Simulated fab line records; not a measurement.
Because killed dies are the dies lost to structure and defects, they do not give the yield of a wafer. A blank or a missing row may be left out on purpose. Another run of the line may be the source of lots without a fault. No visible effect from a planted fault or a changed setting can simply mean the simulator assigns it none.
Which tool did it? ; flow rit_cmos ; Sampling: 14 lots, 42 wafers, 2 of 202 route steps

== WHAT THE GAUGES SHOWED, per wafer ==
The record holds no reading of a measuring or inspecting step that can be judged against a usual standard deviation.

== EACH LOT AND THE TOOL THAT RAN IT (in order: tool; ch and the chambers of the sampled wafers; start) ==
lot;RIT_PLDD_SOFTBAKE_02;RIT_M1_PROBE_99
L538;litho_track-02 ch 0, day 3 00:59;prober-01, day 3 15:46
L540;litho_track-01 ch 0, day 3 08:31;prober-01, day 3 23:50
L541;litho_track-01 ch 0, day 3 16:07;prober-02, day 4 06:28
L542;litho_track-02 ch 0, day 3 21:07;prober-01, day 4 12:21
L543;litho_track-02 ch 0, day 4 00:20;prober-02, day 4 15:15
L544;litho_track-02 ch 0, day 4 05:05;prober-01, day 4 20:04
L545;litho_track-02 ch 0, day 4 10:07;prober-02, day 5 00:44
L546;litho_track-04 ch 0, day 4 16:08;prober-01, day 5 06:56
L552;litho_track-02 ch 0, day 5 22:16;prober-01, day 6 12:54
L553;litho_track-02 ch 0, day 6 09:31;prober-02, day 7 01:10
L554;litho_track-01 ch 0, day 6 09:50;prober-01, day 7 01:07
L555;litho_track-04 ch 0, day 6 17:46;prober-01, day 7 09:46
L557;litho_track-04 ch 0, day 7 02:51;prober-01, day 7 17:25
L558;litho_track-04 ch 0, day 7 08:00;prober-02, day 7 22:35
- RIT_PLDD_SOFTBAKE_02: time 60 s.
- RIT_M1_PROBE_99

== AS READ BY THE TOOLS THEMSELVES (means over the sampled wafers that have a number; for cases with no such wafer, the mark the record gives instead) ==
RIT_PLDD_SOFTBAKE_02. Usual: heater_power_total_W 34.55 W, standard deviation 0.047; plate_temp_C 89.98 C, standard deviation 0.13.
lot;tool;heater_power_total_W (W);plate_temp_C (C);flag
L538;litho_track-02;34.55;89.94;
L540;litho_track-01;34.59;90.03;
L541;litho_track-01;34.54;89.85;
L542;litho_track-02;34.58;89.98;
L543;litho_track-02;34.57;89.90;
L544;litho_track-02;34.51;90.05;
L545;litho_track-02;34.51;89.93;
L546;litho_track-04;34.53;89.86;
L552;litho_track-02;33.90;88.91;OFF
L553;litho_track-02;33.90;88.79;OFF
L554;litho_track-01;34.56;90.06;
L555;litho_track-04;34.55;90.08;
L557;litho_track-04;34.50;89.87;
L558;litho_track-04;34.60;90.19;

RIT_M1_PROBE_99. Usual: killed_at_contacts 0.1, standard deviation 0.24; killed_at_front_end 6.7, standard deviation 2.9; killed_dies 6.8, standard deviation 2.9; killed_open 3.5, standard deviation 1.8; killed_short 3.3, standard deviation 2.1.
lot;tool;killed_at_contacts;killed_at_front_end;killed_dies;killed_open;killed_short;flag
L538;prober-01;0.0;8.3;8.3;4.0;4.3;
L540;prober-01;0.0;3.0;3.0;2.7;0.3;
L541;prober-02;0.0;7.0;7.0;3.0;4.0;
L542;prober-01;0.0;6.7;6.7;4.7;2.0;
L543;prober-02;0.0;6.3;6.3;2.3;4.0;
L544;prober-01;0.0;7.7;7.7;3.3;4.3;
L545;prober-02;0.3;7.3;7.7;3.7;4.0;
L546;prober-01;0.0;5.0;5.0;2.0;3.0;
L552;prober-01;0.0;11.3;11.3;6.3;5.0;
L553;prober-02;0.0;6.3;6.3;3.3;3.0;
L554;prober-01;0.0;4.7;4.7;3.0;1.7;
L555;prober-01;0.3;5.3;5.7;4.0;1.7;
L557;prober-01;0.0;5.7;5.7;3.0;2.7;
L558;prober-02;0.0;9.7;9.7;4.7;5.0;

== THE ANSWER, worked out from the rows above alone ==
Rule: lot off if the mean of its wafers having a number is beyond 3 standard deviations from the usual mean. Also off: a lot with no number at a reading for which 4 or more lots have one. Any other lot the step has rows for is counted as sound. First the gauges in route order, then the tools' own readings, where a lot's mean is used as printed above. The first step at which some lot is off is used, and at that step the reading that is off furthest; a lot without a number counts as furthest.
Off: L552, L553, at RIT_PLDD_SOFTBAKE_02 (heater_power_total_W).
If a tool, at that step or one of the process steps before it, ran each lot that is off and ran no sound lot following the first of them, it fits. One fits: litho_track-02 at RIT_PLDD_SOFTBAKE_02. Its last sound lot is L545 (day 4 10:07), its first lot that is off L552 (day 5 22:16): a fault that began between those two fits.
The tool's own readings at RIT_PLDD_SOFTBAKE_02 bear it out: on the lots that are off they differ by more than 5 times the standard deviation of the sound lots' means. heater_power_total_W reads 33.90 W there against 34.55 W on the sound lots; plate_temp_C reads 88.85 C there against 89.98 C on the sound lots.

== WHAT HAD BEEN PUT IN BY THE SIMULATOR ==
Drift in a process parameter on litho_track-02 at RIT_PLDD_SOFTBAKE_02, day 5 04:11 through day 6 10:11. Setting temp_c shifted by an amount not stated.
Shown lots that were struck: L552, L553. The rule above found the same.
